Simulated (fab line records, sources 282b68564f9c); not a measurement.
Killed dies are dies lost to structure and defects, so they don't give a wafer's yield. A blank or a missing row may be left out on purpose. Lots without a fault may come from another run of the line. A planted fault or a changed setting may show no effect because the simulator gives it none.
fab line records | flow rit_cmos
record lots=14 wafers=42 last_day=8
route steps=202 shown PSD@144
lots that met no fault: from a run of the same line without faults
start_h: hours from the record's first day to the start of the lot's first wafer shown | wait_h: hours since the lot's step before | " the same as in the row above | L1.1+2: a row that stands for several wafers | - no value, or no start given | * or withheld: withheld | < > ~ a bound
route shown NAME@n: a module of which the file shows steps, and the number in the route of the first | usual: mean/standard deviation of fault-free wafers | same: alike in all rows | chamber/n: place in a boat | sites: the reading at each site | _std_site: their standard deviation | _edge_site: outer sites' mean less inner sites' | radius_mm: how far each site lies from the wafer's centre | mask NAME#n: copy n | behind: the tool/chamber that last shaped the wafer | hold: why the lot was held/for how many hours/how that ended | device: the transistor (n, p or np) that didn't switch | end of line: the same wafers' tests at the end of the route | a step without rows: its recipe alone | killed: dies lost to structure and defects at the first sort, not the wafer's yield | map: a wafer's dies, x killed, . not, _ none there
set.NAME: the setting as run; set.NAME@STEP: as run at that earlier step | model.NAME: the simulator's own value behind a step, which no gauge read
steps of the route over a sample of lots; a table a step, a row a wafer
## steps
# step RIT_PSD_SOFTBAKE_02
# recipe resist=NOVOLAK temp_c=90 time_s=60
# usual chill_plate_temp_C=23.01/0.11 heater_power_total_W=34.56/0.051 run_length_s=89.12/0.28
# columns lot.wafer tool chamber start_h wait_h chill_plate_temp_C heater_power_total_W run_length_s
L557.1 litho_track-04 0 54.77 0.1 23.02 34.65 88.92
L557.2 " 0 " " 23.09 34.45 88.78
L557.4 " 0 " " 23.16 34.62 88.81
L558.2 litho_track-03 0 56.11 0.1 23.08 34.63 89.52
L558.4 " 0 " " 23.15 34.53 89.21
L558.6 " 0 " " 22.98 34.56 89.37
L559.4 litho_track-04 0 62.78 0.1 23.21 34.57 88.77
L559.5 " 0 " " 22.95 34.57 88.66
L559.6 " 0 " " 23.15 34.58 88.57
L560.1 litho_track-03 0 65.17 0.1 22.99 34.54 89.14
L560.4 " 0 " " 23.09 34.57 89.27
L560.6 " 0 " " 22.95 34.57 89.12
L561.1 litho_track-03 0 72.04 0.1 23.07 34.54 89.44
L561.3 " 0 " " 23.10 34.58 89.31
L561.6 " 0 " " 23.11 34.60 89.49
L562.4 litho_track-04 0 77.78 0.1 23.10 34.57 88.66
L562.5 " 0 " " 22.91 34.59 88.72
L562.6 " 0 " " 22.96 34.55 88.64
L564.1 litho_track-04 0 89.97 0.1 23.03 34.47 88.86
L564.3 " 0 " " 22.95 34.50 88.69
L564.4 " 0 " " 22.92 34.59 88.74
L565.4 litho_track-02 0 96.61 0.1 22.93 34.64 89.32
L565.5 " 0 " " 23.20 34.53 89.27
L565.6 " 0 " " 23.06 34.59 89.34
L566.3 litho_track-03 0 99.26 0.1 23.25 34.61 89.47
L566.4 " 0 " " 23.18 34.61 89.15
L566.6 " 0 " " 23.09 34.53 89.27
L567.2 litho_track-04 0 102.34 0.1 22.92 34.51 88.70
L567.4 " 0 " " 22.92 34.54 88.79
L567.5 " 0 " " 22.85 34.59 88.82
L573.1 litho_track-03 0 133.20 0.1 22.96 34.96 86.79
L573.2 " 0 " " 22.93 34.99 86.64
L573.3 " 0 " " 22.95 34.97 86.85
L574.1 litho_track-03 0 136.81 0.1 23.13 34.89 86.81
L574.3 " 0 " " 23.03 34.92 86.83
L574.4 " 0 " " 23.00 34.95 86.62
L578.1 litho_track-02 0 158.09 0.1 23.01 34.51 89.24
L578.5 " 0 " " 23.13 34.54 89.39
L578.6 " 0 " " 23.11 34.43 89.20
L579.1 litho_track-02 0 173.29 0.1 23.03 34.65 89.24
L579.3 " 0 " " 23.02 34.60 89.53
L579.6 " 0 " " 23.04 34.62 89.38
## key
first_sign step=RIT_PSD_SOFTBAKE_02 reading=run_length_s direction=down sigmas=8.4 usual=* struck=*
effect step=RIT_PSD_SOFTBAKE_02 reading=heater_power_total_W direction=up sigmas=7.6 usual=34.56 struck=34.95
met_at RIT_PSD_SOFTBAKE_02
struck_lots L573,L574
tester_left_out L573,L574
onset_between 99.26 133.20
fault kind=process_parameter_drift tool=litho_track-03 chamber=- onset_h=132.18 steps=RIT_PSD_SOFTBAKE_02 channel=time_s offset=* shape=step end_h=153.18 acts_in=* stated=*
# tester_left_out: of these lots the tester's yield and bins aren't shown, on N5 and GAA mostly nor the transistor test; their killed dies are dies lost to structure and defects alone, not to doping, threshold or leakage, so they don't give the yield
